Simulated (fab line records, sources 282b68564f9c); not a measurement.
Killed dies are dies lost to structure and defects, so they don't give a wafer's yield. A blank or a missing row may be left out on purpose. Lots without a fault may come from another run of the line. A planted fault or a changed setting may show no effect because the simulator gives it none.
Which tool did it? | flow rit_cmos | 14 lots, 42 wafers sampled, at 3 steps of a route of 202

WHAT THE GAUGES READ, wafer by wafer
RIT_NSD_TW_MEAS_10. Usual: NSD_TW 3084, standard deviation 21.
lot  | measured    | on            | NSD_TW         | flag
L319 | day 3 10:16 | film_metro-03 | 3073 3072 3074 |
L321 | day 3 20:57 | film_metro-03 | 3087 3064 3078 |
L322 | day 4 01:43 | film_metro-01 | 3075 3086 3061 |
L323 | day 4 04:38 | film_metro-03 | 3102 3114 3104 |
L324 | day 4 11:10 | film_metro-03 | 3102 3101 3105 |
L325 | day 4 16:18 | film_metro-02 | 3056 3067 3059 |
L326 | day 4 20:59 | film_metro-02 | 3049 3033 3072 |
L328 | day 5 06:18 | film_metro-03 | 3084 3098 3079 |
L334 | day 6 13:00 | film_metro-03 | 30 30 30       | OFF
L335 | day 6 19:32 | film_metro-02 | 30 30 30       | OFF
L337 | day 7 09:31 | film_metro-03 | 3105 3124 3113 |
L338 | day 7 12:06 | film_metro-03 | 3127 3107 3099 |
L339 | day 7 14:40 | film_metro-01 | 3062 3051 3067 |
L340 | day 7 21:10 | film_metro-02 | 3067 3056 3046 |

RIT_SDANNEAL_RS_MEAS_05: measures by four-point-probe. Usual: NSD_RS 85.23 ohm/sq, standard deviation 0.26.
lot  | measured    | on            | NSD_RS (ohm/sq)      | flag
L319 | day 3 12:26 | film_metro-02 | 85.42 85.70 85.65    |
L321 | day 3 23:07 | film_metro-01 | 85.43 85.44 85.42    |
L322 | day 4 03:46 | film_metro-03 | 85.40 85.24 85.44    |
L323 | day 4 06:52 | film_metro-02 | 85.34 85.23 85.29    |
L324 | day 4 13:20 | film_metro-03 | 85.04 84.94 84.97    |
L325 | day 4 18:28 | film_metro-01 | 85.19 85.51 84.96    |
L326 | day 4 23:03 | film_metro-03 | 85.42 85.54 85.01    |
L328 | day 5 08:23 | film_metro-02 | 84.84 84.90 85.27    |
L334 | day 6 15:02 | film_metro-02 | 133.17 133.11 133.22 | OFF
L335 | day 6 21:35 | film_metro-03 | 132.76 133.10 132.83 | OFF
L337 | day 7 11:47 | film_metro-02 | 85.47 85.68 85.64    |
L338 | day 7 14:08 | film_metro-03 | 85.02 85.13 85.20    |
L339 | day 7 16:52 | film_metro-02 | 85.22 85.33 85.46    |
L340 | day 7 23:13 | film_metro-03 | 85.37 85.53 85.19    |

WHICH TOOL RAN EACH LOT (tool, then ch and the chambers of the sampled wafers, then the start)
lot  | RIT_NSD_IMPLANT_08
L319 | implanter-03 ch 0, day 3 09:56
L321 | implanter-03 ch 0, day 3 20:38
L322 | implanter-01 ch 0, day 4 01:26
L323 | implanter-01 ch 0, day 4 04:19
L324 | implanter-01 ch 0, day 4 10:52
L325 | implanter-01 ch 0, day 4 15:59
L326 | implanter-03 ch 0, day 4 20:40
L328 | implanter-01 ch 0, day 5 05:59
L334 | implanter-03, day 6 12:41
L335 | implanter-04, day 6 19:13
L337 | implanter-01 ch 0, day 7 09:13
L338 | implanter-03 ch 0, day 7 11:47
L339 | implanter-04 ch 0, day 7 14:21
L340 | implanter-03 ch 0, day 7 20:52
- RIT_NSD_IMPLANT_08

WHAT THE TOOLS THEMSELVES READ (means of the sampled wafers that have a number; where no wafer has one, the mark that the record gives instead)
RIT_NSD_IMPLANT_08. Usual: beam_energy_keV 25.000, standard deviation 0.0078; beam_on_s 10.03 s, standard deviation 0.19.
lot  | tool         | beam_energy_keV | beam_on_s (s) | flag
L319 | implanter-03 | 24.998          | 10.07         |
L321 | implanter-03 | 24.993          | 10.06         |
L322 | implanter-01 | 25.005          | 9.98          |
L323 | implanter-01 | 25.004          | 10.05         |
L324 | implanter-01 | 25.002          | 9.97          |
L325 | implanter-01 | 24.997          | 9.98          |
L326 | implanter-03 | 25.011          | 10.00         |
L328 | implanter-01 | 24.992          | 9.89          |
L334 | implanter-03 | -               | -             | OFF
L335 | implanter-04 | -               | -             | OFF
L337 | implanter-01 | 24.997          | 9.88          |
L338 | implanter-03 | 24.994          | 9.91          |
L339 | implanter-04 | 25.007          | 10.15         |
L340 | implanter-03 | 25.004          | 9.94          |

THE ANSWER, worked out from the rows above alone
Rule: a lot is off if the mean of its wafers that have a number lies more than 3 standard deviations from the usual mean. A lot without any number at a reading at which 4 lots or more have one is off too. The other lots that the step has rows for count as sound. The gauges are gone through in route order, then the tools' own readings, and for those a lot's mean is taken as printed above. The first step at which some lot is off is used, and at that step the reading that is off furthest; a lot without a number counts as furthest.
Off: L334, L335, at RIT_NSD_TW_MEAS_10 (NSD_TW).
A tool fits if, at a process step before that reading, it ran every lot that is off, and no sound lot after the first of them. The gauges at RIT_NSD_TW_MEAS_10 aren't tried: what is off there is off at RIT_NSD_IMPLANT_08 too, on other tools, and a gauge's error can't cause that. None of those tried fits.

WHAT THE SIMULATOR HAD PUT IN
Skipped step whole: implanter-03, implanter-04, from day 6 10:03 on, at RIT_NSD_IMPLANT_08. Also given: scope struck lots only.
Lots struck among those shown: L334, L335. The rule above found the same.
